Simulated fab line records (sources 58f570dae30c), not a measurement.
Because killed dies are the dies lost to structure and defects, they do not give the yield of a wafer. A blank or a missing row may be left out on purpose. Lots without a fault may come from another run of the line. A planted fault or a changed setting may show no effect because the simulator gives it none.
A single fault, viewed from 2 desks :: flow berkeley cmos170 :: only its own numbers are on each desk; what lay behind them is given at the end

== AT THE METROLOGY DESK ==
What the gauges read for every lot (on any tool): the sampled wafers with a number, averaged. The brackets show how far a lot's mean lies from the usual mean; more than 4 standard deviations puts the lot out of limits, marked OUT.
Columns: A = PWELL_NITRIDE_THK at UCB170_PWELL_THK_MEAS_06, usual 219.5 nm; B = WELLDRIVE_OXIDE_THK at UCB170_WELLDRIVE_THK_MEAS_02, usual 198 nm; C = PVT_OVL at UCB170_PVT_OVL_MEAS_06, usual 0 nm
lot: L250
first seen here: day 2 22:33
A: 219.4
B: 194
C: 2

lot: L251
first seen here: day 2 22:34
A: 219.2
B: 199
C: 3

lot: L252
first seen here: day 3 06:30
A: 221.2
B: 197
C: 8

lot: L253
first seen here: day 3 12:07
A: 223.3
B: 200
C: 6

lot: L255
first seen here: day 3 19:00
A: 219.6
B: 201
C: -6

lot: L254
first seen here: day 3 19:01
A: 221.8
B: 202
C: -1

lot: L263
first seen here: day 5 17:20
A: 188.5 (-15) OUT
B: 198
C: -4

lot: L264
first seen here: day 5 17:20
A: 188.2 (-16) OUT
B: 196
C: 4

lot: L266
first seen here: day 6 06:47
A: 220.9
B: 203
C: -2

lot: L267
first seen here: day 6 06:48
A: 218.7
B: 203
C: 4

lot: L268
first seen here: day 6 19:09
A: 218.3
B: 199
C: 8

lot: L269
first seen here: day 6 23:12
A: 220.5
B: 204
C: 5

lot: L270
first seen here: day 6 23:12
A: 217.5
B: 196
C: -5
Finding of this desk: L263, L264 out of limits, first seen on L263 at day 5 17:20 (PWELL_NITRIDE_THK at UCB170_PWELL_THK_MEAS_06). L250, L251, L252, L253, L255, L254, L266, L267, L268, L269, L270 stayed within limits.

== AT THE TOOL OWNER'S DESK: lpcvd-01 ==
The tool's own readings at UCB170_PWELL_CVD_05 (deposits Si3N4 from SiH2Cl2/NH3, target thk 220 nm, time 3300 s): means of the sampled wafers that have a number, for each lot that ran on this tool. The brackets show how far a lot's mean lies from the usual mean; more than 4 standard deviations puts the lot out of limits, marked OUT.
Columns: A = nh3 flow sccm at UCB170_PWELL_CVD_05, usual 74.94 sccm
lot: L250
first seen here: day 2 20:38
A: 74.95

lot: L251
first seen here: day 2 20:38
A: 74.65

lot: L252
first seen here: day 3 04:35
A: 74.60

lot: L253
first seen here: day 3 10:10
A: 75.05

lot: L254
first seen here: day 3 17:05
A: 74.75

lot: L255
first seen here: day 3 17:05
A: 74.85

lot: L263
first seen here: day 5 15:24
A: 60.37 (-54) OUT

lot: L264
first seen here: day 5 15:24
A: 59.67 (-57) OUT
Finding of this desk: L263, L264 out of limits; the first was L263 at day 5 15:24, on nh3 flow sccm at UCB170_PWELL_CVD_05. L250, L251, L252, L253, L254, L255 stayed within limits.

== BROUGHT TOGETHER ==
At day 5 15:24, on L263, L264, the tool owner's desk was in a position to raise an alarm.
At day 5 17:20 the metrology desk could have sounded an alarm, on L263, L264.
UCB170_PWELL_CVD_05 was run on lpcvd-01 by each of the lots named.

== WHAT THE SIMULATOR HAD INSERTED ==
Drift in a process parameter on lpcvd-01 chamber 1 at UCB170_PWELL_CVD_05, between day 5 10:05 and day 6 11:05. A move of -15 in setting nh3 flow sccm, from 75. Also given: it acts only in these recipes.
Shown lots that were struck: L263, L264.
Delay (hours) between the fault's onset and each desk's first out-of-limits reading: 5 at the tool owner's desk, 7 at the metrology desk.
